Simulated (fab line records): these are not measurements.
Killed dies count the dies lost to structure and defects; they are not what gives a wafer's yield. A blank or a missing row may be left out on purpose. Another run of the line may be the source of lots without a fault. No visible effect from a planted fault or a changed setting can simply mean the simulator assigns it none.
fab line records + flow ritCmos
record
- lots=5
- wafers=15
- lastDay=7
route steps=202 shown GATE@79 FOX2@80 M1@202
lots that met no fault: from a run of the same line without faults
startH: hours from the record's opening day to when the first of the lot's shown wafers began + waitH: hours since the lot's step before + " the same as in the row above + L1.1+2: several wafers, shown together as one row + - no value present, or no start provided + * or withheld: withheld + < > ~ a bound
route shown NAME@n: a module of which the file shows steps, and the number in the route of the first + usual: mean/standard deviation of fault-free wafers + same: alike in all rows + chamber/n: place in a boat + sites: each site's reading + _std_site: the standard deviation of these + _edge_site: outer sites' mean less inner sites' + radiusMm: how far each site lies from the wafer's centre + mask NAME#n: copy n + behind: tool/chamber where the wafer was last shaped + hold: cause of the lot's hold/its duration in hours/its outcome + device: which transistor (n, p or np) failed to switch + end of line: tests run on the same wafers once the route is complete + where a step has no rows: the recipe by itself + killed: dies lost to structure and defects at the first sort, not the wafer's yield + map: shows each die of a wafer: x if killed, . if not, _ if none is there
set.NAME: the setting that was run; set.NAME@STEP: the one run at that earlier step + model.NAME: the simulator's own value behind a step, which no gauge read
a table for each step, a row for each wafer; lots at some steps of the route
services: a tool's chamber out of use, with start hour (startH, from the record's first day; less than 0 if before it), hours out, and reason
## steps
# step RIT_GATE_CLEAN_04
# recipe
- chemistry=dHF
- dilution=50:1
- timeS=60
- dry=n2Spin
# step RIT_FOX2_THK_MEAS_91
# recipe
- reads=SiO2_of_FOX2_OXIDATION_00
# usual
- FIELD_OXIDE_LEFT_2_THK=256/5.9
| lot.wafer | tool         | chamber | startH | waitH | FIELD_OXIDE_LEFT_2_THK[nm] |
|-----------|--------------|---------|--------|-------|----------------------------|
| L196.1    | filmMetro-04 | -       | 43.14  | 0.0   | 261                        |
| L196.5    | "            | -       | "      | "     | 258                        |
| L196.6    | "            | -       | "      | "     | 256                        |
| L199.1    | filmMetro-03 | -       | 57.66  | 0.0   | 255                        |
| L199.4    | "            | -       | "      | "     | 257                        |
| L199.6    | "            | -       | "      | "     | 251                        |
| L208.2    | filmMetro-04 | -       | 101.86 | 0.0   | 258                        |
| L208.3    | "            | -       | "      | "     | 246                        |
| L208.6    | "            | -       | "      | "     | 250                        |
| L210.2    | filmMetro-03 | -       | 111.78 | 0.0   | 259                        |
| L210.4    | "            | -       | "      | "     | 255                        |
| L210.6    | "            | -       | "      | "     | 258                        |
| L217.1    | filmMetro-04 | -       | 148.41 | 0.0   | 252                        |
| L217.3    | "            | -       | "      | "     | 256                        |
| L217.6    | "            | -       | "      | "     | 250                        |
# step RIT_GATE_OXIDATION_05
# recipe
- tempC=900
- ambient=O2
- targetThkA=30
- oxTimeS=270
# step RIT_GATE_ANNEAL_06
# recipe
- tempC=900
- timeS=600
- ambient=N2O
# step RIT_GATE_THK_MEAS_07
# recipe
- reads=SiO2_of_GATE_OXIDATION_05
# usual
- GATE_OXIDE_THK=3.00/0.062
| lot.wafer | tool         | chamber | startH | waitH | GATE_OXIDE_THK[nm] |
|-----------|--------------|---------|--------|-------|--------------------|
| L196.1    | filmMetro-01 | -       | 44.83  | 0.0   | 2.96               |
| L196.5    | "            | -       | "      | "     | 2.95               |
| L196.6    | "            | -       | "      | "     | 3.01               |
| L199.1    | filmMetro-01 | -       | 59.69  | 0.0   | 2.97               |
| L199.4    | "            | -       | "      | "     | 3.02               |
| L199.6    | "            | -       | "      | "     | 3.02               |
| L208.2    | filmMetro-04 | -       | 103.31 | 0.0   | 2.99               |
| L208.3    | "            | -       | "      | "     | 2.98               |
| L208.6    | "            | -       | "      | "     | 2.85               |
| L210.2    | filmMetro-01 | -       | 113.17 | 0.0   | 3.07               |
| L210.4    | "            | -       | "      | "     | 3.05               |
| L210.6    | "            | -       | "      | "     | 3.03               |
| L217.1    | filmMetro-03 | -       | 150.59 | 0.0   | 3.08               |
| L217.3    | "            | -       | "      | "     | 3.09               |
| L217.6    | "            | -       | "      | "     | 3.04               |
# step RIT_GATE_CVD_08
# recipe
- material=poly-Si
- targetThkNm=250
- tempC=610
- precursor=SiH4
- timeS=2220
- pressureMtorr=300
- sih4FlowSccm=100
# step RIT_GATE_THK_MEAS_09
# recipe
- reads=poly-Si_of_GATE_CVD_08
# usual
- GATE_POLY_THK=249.5/2.3
| lot.wafer | tool         | chamber | startH | waitH | GATE_POLY_THK[nm] |
|-----------|--------------|---------|--------|-------|-------------------|
| L196.1    | filmMetro-01 | -       | 46.51  | 0.0   | 250.1             |
| L196.5    | "            | -       | "      | "     | 251.3             |
| L196.6    | "            | -       | "      | "     | 249.5             |
| L199.1    | filmMetro-03 | -       | 61.37  | 0.0   | 249.1             |
| L199.4    | "            | -       | "      | "     | 246.9             |
| L199.6    | "            | -       | "      | "     | 247.9             |
| L208.2    | filmMetro-01 | -       | 105.79 | 0.0   | 248.9             |
| L208.3    | "            | -       | "      | "     | 248.9             |
| L208.6    | "            | -       | "      | "     | 247.9             |
| L210.2    | filmMetro-01 | -       | 114.84 | 0.0   | 252.7             |
| L210.4    | "            | -       | "      | "     | 251.9             |
| L210.6    | "            | -       | "      | "     | 252.1             |
| L217.1    | filmMetro-03 | -       | 152.27 | 0.0   | 251.5             |
| L217.3    | "            | -       | "      | "     | 252.3             |
| L217.6    | "            | -       | "      | "     | 251.5             |
# step RIT_GATE_HMDS_10
# recipe
- primeTimeS=60
- primeTempC=140
# step RIT_GATE_COAT_11
# recipe
- resist=NOVOLAK
- spinRpm=4250
- resistThkNm=850
# step RIT_GATE_SOFTBAKE_12
# recipe
- resist=NOVOLAK
- tempC=90
- timeS=60
# step RIT_GATE_EXPOSE_13
# recipe
- maskId=M6
- na=0.6
- sourceShape=conventional
- sigmaOuter=0.6
- targetCdNm=150
- doseMj=380
# step RIT_GATE_PEB_14
# recipe
- resist=NOVOLAK
- tempC=withheld
- timeS=withheld
# step RIT_GATE_DEVELOP_15
# recipe
- resist=NOVOLAK
- developTimeS=50
- devTempC=23
# usual
- exhaustPa=44.9/0.84
- resistLineTempC=23.03/0.11
| lot.wafer | tool          | chamber | startH | waitH | exhaustPa | resistLineTempC |
|-----------|---------------|---------|--------|-------|-----------|-----------------|
| L196.1    | lithoTrack-04 | 0       | 47     | -     | 43.9      | 23.22           |
| L196.5    | "             | 0       | "      | "     | 44.8      | 23.10           |
| L196.6    | "             | 0       | "      | "     | 45.7      | 22.99           |
| L199.1    | lithoTrack-02 | 0       | 62     | -     | 45.6      | 22.87           |
| L199.4    | "             | 0       | "      | "     | 44.2      | 22.94           |
| L199.6    | "             | 0       | "      | "     | 44.5      | 22.96           |
| L208.2    | lithoTrack-02 | 0       | 106    | -     | 44.5      | 23.06           |
| L208.3    | "             | 0       | "      | "     | 47.2      | 23.15           |
| L208.6    | "             | 0       | "      | "     | 45.7      | 22.91           |
| L210.2    | lithoTrack-01 | 0       | 115    | -     | 45.0      | 23.07           |
| L210.4    | "             | 0       | "      | "     | 44.3      | 22.93           |
| L210.6    | "             | 0       | "      | "     | 44.8      | 22.91           |
| L217.1    | lithoTrack-04 | 0       | 153    | -     | 45.6      | 23.14           |
| L217.3    | "             | 0       | "      | "     | 45.2      | 23.08           |
| L217.6    | "             | 0       | "      | "     | 45.4      | 23.24           |
# step RIT_GATE_CD_MEAS_16
# recipe
- targetCdNm=150
# usual
- cdNm=150.0/1.9
| lot.wafer | tool     | chamber | startH | waitH | cdNm  |
|-----------|----------|---------|--------|-------|-------|
| L196.1    | cdSem-01 | -       | 47.56  | -     | 150.5 |
| L196.5    | "        | -       | "      | "     | 151.1 |
| L196.6    | "        | -       | "      | "     | 148.2 |
| L199.1    | cdSem-02 | -       | 62.28  | -     | 148.8 |
| L199.4    | "        | -       | "      | "     | 150.5 |
| L199.6    | "        | -       | "      | "     | 147.6 |
| L208.2    | cdSem-02 | -       | 106.84 | -     | 157.4 |
| L208.3    | "        | -       | "      | "     | 157.9 |
| L208.6    | "        | -       | "      | "     | 155.4 |
| L210.2    | cdSem-01 | -       | 115.91 | -     | 152.8 |
| L210.4    | "        | -       | "      | "     | 152.9 |
| L210.6    | "        | -       | "      | "     | 152.7 |
| L217.1    | cdSem-01 | -       | 153.34 | -     | 149.2 |
| L217.3    | "        | -       | "      | "     | 148.5 |
| L217.6    | "        | -       | "      | "     | 150.0 |
# step RIT_GATE_OVL_MEAS_17
# usual
- GATE_OVL=-0.9/1.4
| lot.wafer | tool       | chamber | startH | waitH | GATE_OVL[nm] |
|-----------|------------|---------|--------|-------|--------------|
| L196.1    | overlay-01 | -       | 47.68  | 0.1   | -0.1         |
| L196.5    | "          | -       | "      | "     | 0.7          |
| L196.6    | "          | -       | "      | "     | 1.2          |
| L199.1    | overlay-02 | -       | 62.40  | 0.1   | -0.3         |
| L199.4    | "          | -       | "      | "     | 0.8          |
| L199.6    | "          | -       | "      | "     | -0.5         |
| L208.2    | overlay-01 | -       | 106.95 | 0.1   | 1.0          |
| L208.3    | "          | -       | "      | "     | 0.3          |
| L208.6    | "          | -       | "      | "     | -0.1         |
| L210.2    | overlay-02 | -       | 116.01 | 0.1   | -1.7         |
| L210.4    | "          | -       | "      | "     | -1.2         |
| L210.6    | "          | -       | "      | "     | -0.6         |
| L217.1    | overlay-01 | -       | 153.46 | 0.1   | 0.2          |
| L217.3    | "          | -       | "      | "     | 0.8          |
| L217.6    | "          | -       | "      | "     | -0.7         |
# step RIT_GATE_HARDBAKE_18
# recipe
- resist=NOVOLAK
- tempC=140
- timeS=60
# step RIT_GATE_ETCH_19
# recipe
- chemistry=SF6/CHF3/O2
- timeS=165
- SF6_flow_sccm=30
- CHF3_flow_sccm=30
- O2_flow_sccm=5
- target=poly-Si
- pressureMtorr=40
- rfW=160
- targetDepthA=3125
- overEtchFrac=0.25
- stopOn=SiO2
# usual
- O2_flow_sccm=5.001/0.015
- drypumpMotorCurrentA=5.8/0.53
- oesProductAu=0.850/0.015
- throttleValvePct=10.19/0.16
| lot.wafer | tool     | chamber | startH | waitH | O2_flow_sccm | drypumpMotorCurrentA | oesProductAu | rfHoursCounterH | throttleValvePct | model.GATE.cdNm |
|-----------|----------|---------|--------|-------|--------------|----------------------|--------------|-----------------|------------------|-----------------|
| L196.1    | rieSi-01 | 3       | 48.01  | 0.1   | 5.010        | 5.1                  | 0.851        | 120             | 10.08            | 150.5           |
| L196.5    | "        | 3       | "      | "     | 5.020        | 5.0                  | 0.853        | -               | 10.09            | 151.3           |
| L196.6    | "        | 2       | "      | "     | 5.025        | 5.3                  | 0.859        | -               | 10.26            | 148             |
| L199.1    | rieSi-02 | 2       | 62.58  | 0.1   | 5.005        | 6.3                  | 0.855        | 34              | 10.01            | 148.8           |
| L199.4    | "        | 0       | "      | "     | 5.007        | 5.1                  | 0.845        | 2               | 10.21            | 150.3           |
| L199.6    | "        | 1       | "      | "     | 5.001        | 6.0                  | 0.862        | -               | 9.92             | 147.6           |
| L208.2    | rieSi-01 | 1       | 107.13 | 0.1   | 5.026        | 6.1                  | 0.864        | 2               | 10.44            | 157.8           |
| L208.3    | "        | 2       | "      | "     | 4.973        | 5.3                  | 0.857        | 45              | 10.28            | 157.8           |
| L208.6    | "        | 0       | "      | "     | 4.978        | 6.4                  | 0.844        | -               | 10.26            | 155.4           |
| L210.2    | rieSi-01 | 1       | 116.19 | 0.1   | 5.011        | 6.1                  | 0.868        | 2               | 10.41            | 152.8           |
| L210.4    | "        | 0       | "      | "     | 4.997        | 6.4                  | 0.853        | 42              | 10.26            | 152.8           |
| L210.6    | "        | 3       | "      | "     | 5.019        | 5.1                  | 0.845        | -               | 10.08            | 152.9           |
| L217.1    | rieSi-02 | 2       | 153.65 | 0.1   | 5.005        | 6.3                  | 0.860        | 35              | 10.02            | 149.3           |
| L217.3    | "        | 1       | "      | "     | 4.980        | 6.0                  | 0.870        | 2               | 9.92             | 148.8           |
| L217.6    | "        | 0       | "      | "     | 5.000        | 5.1                  | 0.851        | -               | 10.20            | 150.3           |
# step RIT_GATE_STRIP_20
# recipe
- chemistry=O2
- timeS=180
- resist=NOVOLAK
- platenTempC=withheld
- powerW=500
- pressureMtorr=4000
- o2FlowSccm=4000
# usual
- drypumpMotorCurrentA=5.6/0.45
- o2FlowSccm=3997/12
| lot.wafer | tool           | chamber | startH | waitH | drypumpMotorCurrentA | o2FlowSccm | rfHoursCounterH |
|-----------|----------------|---------|--------|-------|----------------------|------------|-----------------|
| L196.1    | plasmaAsher-04 | 1       | 48.12  | 0.1   | 5.7                  | 3989       | 39              |
| L196.5    | "              | 1       | "      | "     | 5.7                  | 3994       | -               |
| L196.6    | "              | 0       | "      | "     | 5.9                  | 4006       | -               |
| L199.1    | plasmaAsher-02 | 0       | 62.69  | 0.1   | 6.1                  | 4004       | 25              |
| L199.4    | "              | 1       | "      | "     | 4.9                  | 3996       | -               |
| L199.6    | "              | 1       | "      | "     | 4.9                  | 4013       | -               |
| L208.2    | plasmaAsher-04 | 0       | 107.23 | 0.1   | 5.9                  | 4013       | 45              |
| L208.3    | "              | 1       | "      | "     | 5.7                  | 4003       | -               |
| L208.6    | "              | 1       | "      | "     | 5.7                  | 4004       | -               |
| L210.2    | plasmaAsher-02 | 1       | 116.30 | 0.1   | 4.9                  | 3980       | 31              |
| L210.4    | "              | 1       | "      | "     | 4.9                  | 3971       | -               |
| L210.6    | "              | 0       | "      | "     | 6.1                  | 4007       | -               |
| L217.1    | plasmaAsher-03 | 1       | 153.76 | 0.1   | 4.8                  | 4004       | 53              |
| L217.3    | "              | 0       | "      | "     | 5.8                  | 3992       | -               |
| L217.6    | "              | 0       | "      | "     | 5.8                  | 3999       | -               |
# step RIT_M1_PROBE_99
# usual
- killedAtContacts=0.1/0.32
- killedAtFrontEnd=7/3
- killedDies=7/3
- killedOpen=3.4/2.2
- killedShort=3.3/1.8
# same
- grossDies=264
- killed_at_M0_to_M3=0
- killed_at_M4_up=0
- killedAtBackSide=0
- killedAtOther=0
| lot.wafer | tool      | chamber | startH | waitH | killedAtContacts | killedAtFrontEnd | killedDies | killedOpen | killedShort | model.etest.nmos_0p15.rOnOhmUm | model.etest.nmos_0p15.driveUaUm | model.etest.npolyLine.lineOhmUm | model.etest.ppolyLine.lineOhmUm | model.etest.ppolyLine.widthNm | model.etest.npolyLine.widthNm | model.etest.ring.delayPs | model.etest.retroEdgeNmos.offLog10AUm |
|-----------|-----------|---------|--------|-------|------------------|------------------|------------|------------|-------------|--------------------------------|---------------------------------|---------------------------------|---------------------------------|-------------------------------|-------------------------------|--------------------------|---------------------------------------|
| L196.1    | prober-01 | -       | 68.46  | 0.1   | 0                | 4                | 4          | 1          | 3           | 1126                           | 472.6                           | 167.2                           | 159.6                           | 102.8                         | 102.6                         | 26.88                    | -10.04                                |
| L196.5    | prober-01 | -       | 68.66  | 0.2   | 1                | 6                | 7          | 4          | 3           | 1140                           | 466.2                           | 163.2                           | 157                             | 104.2                         | 104.1                         | 27.3                     | -10.17                                |
| L196.6    | prober-01 | -       | 68.71  | 0.2   | 0                | 8                | 8          | 2          | 6           | 1117                           | 478.9                           | 169.9                           | 164.3                           | 100.6                         | 100.2                         | 26.32                    | -9.802                                |
| L199.1    | prober-02 | -       | 83.07  | 0.1   | 0                | 7                | 7          | 3          | 4           | 1147                           | 463.4                           | 170.2                           | 163.3                           | 100.9                         | 100.1                         | 26.8                     | -9.881                                |
| L199.4    | prober-02 | -       | 83.22  | 0.2   | 0                | 13               | 13         | 5          | 8           | 1165                           | 453.9                           | 164.1                           | 157.9                           | 102                           | 100.8                         | 27.5                     | -10.2                                 |
| L199.6    | prober-02 | -       | 83.32  | 0.2   | 0                | 10               | 10         | 5          | 5           | 1113                           | 477                             | 171.9                           | 162.7                           | 99.84                         | 99.21                         | 25.95                    | -9.772                                |
| L208.2    | prober-01 | -       | 127.37 | 0.1   | 0                | 6                | 6          | 6          | 0           | 1215                           | 435                             | 150.5                           | 146.6                           | 110.7                         | 109.4                         | 29.61                    | -10.89                                |
| L208.3    | prober-01 | -       | 127.42 | 0.2   | 1                | 6                | 7          | 3          | 4           | 1196                           | 436.5                           | 153                             | 146.2                           | 110.5                         | 109.7                         | 29.63                    | -10.9                                 |
| L208.6    | prober-01 | -       | 127.57 | 0.2   | 0                | 2                | 2          | 1          | 1           | 1177                           | 454.1                           | 156.1                           | 150.4                           | 108.8                         | 107.4                         | 28.29                    | -10.79                                |
| L210.2    | prober-01 | -       | 136.12 | 0.1   | 0                | 6                | 6          | 4          | 2           | 1146                           | 459.7                           | 161.2                           | 155.9                           | 105                           | 104.3                         | 28.22                    | -10.16                                |
| L210.4    | prober-01 | -       | 136.22 | 0.2   | 0                | 6                | 6          | 3          | 3           | 1136                           | 461                             | 161.9                           | 156                             | 105.3                         | 104.4                         | 28.12                    | -10.1                                 |
| L210.6    | prober-01 | -       | 136.32 | 0.2   | 0                | 6                | 6          | 3          | 3           | 1133                           | 462.9                           | 162.2                           | 156.9                           | 105.3                         | 104.5                         | 27.9                     | -10.15                                |
| L217.1    | prober-02 | -       | 173.62 | 0.1   | 0                | 11               | 11         | 1          | 10          | 1140                           | 463                             | 170                             | 164.2                           | 101.7                         | 100.8                         | 27.57                    | -9.877                                |
| L217.3    | prober-02 | -       | 173.72 | 0.2   | 0                | 5                | 5          | 4          | 1           | 1121                           | 464.7                           | 170.7                           | 162.7                           | 101.3                         | 100.3                         | 27.18                    | -9.867                                |
| L217.6    | prober-02 | -       | 173.87 | 0.2   | 0                | 5                | 5          | 4          | 1           | 1185                           | 458                             | 169.4                           | 163.8                           | 102.4                         | 101.6                         | 27.49                    | -10.02                                |
# killed by level:class
L196.1 GATE:geometricParticle:short=3 FOX2:geometricParticle:open=1
L196.5 GATE:geometricParticle:open=3 REOX:geometricParticle:short=1 SILICIDE:geometricParticle:short=1 SILICIDE:geometricParticle:open=1 CONTACT:geometricParticle:short=1
L196.6 GATE:geometricParticle:short=5 FOX1:geometricParticle:open=1 REOX:geometricParticle:short=1 SPACER:geometricParticle:open=1
L199.1 FOX2:geometricParticle:open=2 FOX2:geometricParticle:short=2 GATE:geometricParticle:short=1 REOX:geometricParticle:open=1 SILICIDE:geometricParticle:short=1
L199.4 REOX:geometricParticle:open=3 REOX:geometricParticle:short=3 SILICIDE:geometricParticle:short=3 GATE:geometricParticle:short=2 FOX2:geometricParticle:open=1 SILICIDE:geometricParticle:open=1
L199.6 FOX1:geometricParticle:open=2 GATE:geometricParticle:open=2 SILICIDE:geometricParticle:short=2 FOX1:geometricParticle:short=1 FOX2:geometricParticle:open=1 REOX:geometricParticle:short=1 SPACER:geometricParticle:short=1
L208.2 GATE:geometricParticle:open=2 FOX1:geometricParticle:open=1 REOX:geometricParticle:open=1 SPACER:geometricParticle:open=1 SILICIDE:geometricParticle:open=1
L208.3 GATE:geometricParticle:open=2 REOX:geometricParticle:short=2 GATE:geometricParticle:short=1 SPACER:geometricParticle:short=1 CONTACT:geometricParticle:open=1
L208.6 FOX2:geometricParticle:open=1 SPACER:geometricParticle:short=1
L210.2 SILICIDE:geometricParticle:open=2 SPACER:geometricParticle:short=1 GATE:geometricParticle:open=1 REOX:geometricParticle:open=1 SILICIDE:geometricParticle:short=1
L210.4 GATE:geometricParticle:open=2 GATE:geometricParticle:short=2 SILICIDE:geometricParticle:open=1 SILICIDE:geometricParticle:short=1
L210.6 FOX1:geometricParticle:short=1 FOX1:geometricParticle:open=1 GATE:geometricParticle:open=1 SPACER:geometricParticle:open=1 SPACER:geometricParticle:short=1 SILICIDE:geometricParticle:short=1
L217.1 GATE:geometricParticle:short=4 FOX2:geometricParticle:short=2 SPACER:geometricParticle:short=2 GATE:geometricParticle:open=1 REOX:geometricParticle:short=1 SILICIDE:geometricParticle:short=1
L217.3 GATE:geometricParticle:open=3 REOX:geometricParticle:short=1 SILICIDE:geometricParticle:open=1
L217.6 GATE:geometricParticle:open=2 REOX:geometricParticle:open=1 REOX:geometricParticle:short=1 SILICIDE:geometricParticle:open=1
## services
| tool           | chamber | startH | hours | kind      |
|----------------|---------|--------|-------|-----------|
| plasmaAsher-02 | -       | 24.19  | 15.5  | repair    |
| rieSi-01       | -       | 83.80  | 2.8   | pm        |
| rieSi-01       | -       | 100.07 | 0.5   | repair    |
| rieSi-01       | -       | 105.78 | 0.1   | repair    |
| plasmaAsher-04 | -       | 108.75 | 9.0   | pm        |
| plasmaAsher-04 | 0       | 108.75 | 9.0   | ventCycle |
| plasmaAsher-04 | 1       | 108.75 | 9.0   | ventCycle |
| plasmaAsher-04 | 0       | 117.75 | -     | clean     |
| plasmaAsher-04 | 1       | 117.75 | -     | clean     |
| plasmaAsher-03 | -       | 145.22 | 4.3   | pm        |
## key
firstSign
- step=RIT_GATE_CD_MEAS_16
- reading=cdNm
- direction=up
- sigmas=3.7
- usual=150.0
- struck=156.9
effect none on later readings
modelEffect
- step=RIT_GATE_ETCH_19
- value=GATE.cdNm
- without=151.1
- struck=157
modelEffect
- step=RIT_M1_PROBE_99
- value=etest.nmos_0p15.rOnOhmUm
- without=1156
- struck=1196
metAt RIT_GATE_DEVELOP_15
struckWafers L208.2,L208.3,L208.6
testerLeftOut L208
onsetBetween 62 106
fault
- kind=processParameterDrift
- tool=lithoTrack-02
- chamber=-
- onsetH=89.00
- steps=RIT_GATE_DEVELOP_15
- channel=developTimeS
- offset=*
- shape=step
- endH=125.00
- actsIn=*
- stated=*
# testerLeftOut: of these lots the tester's yield and bins aren't shown, on N5 and GAA mostly nor the transistor test; their killed dies are dies lost to structure and defects alone, not to doping, threshold or leakage, so they don't give the yield
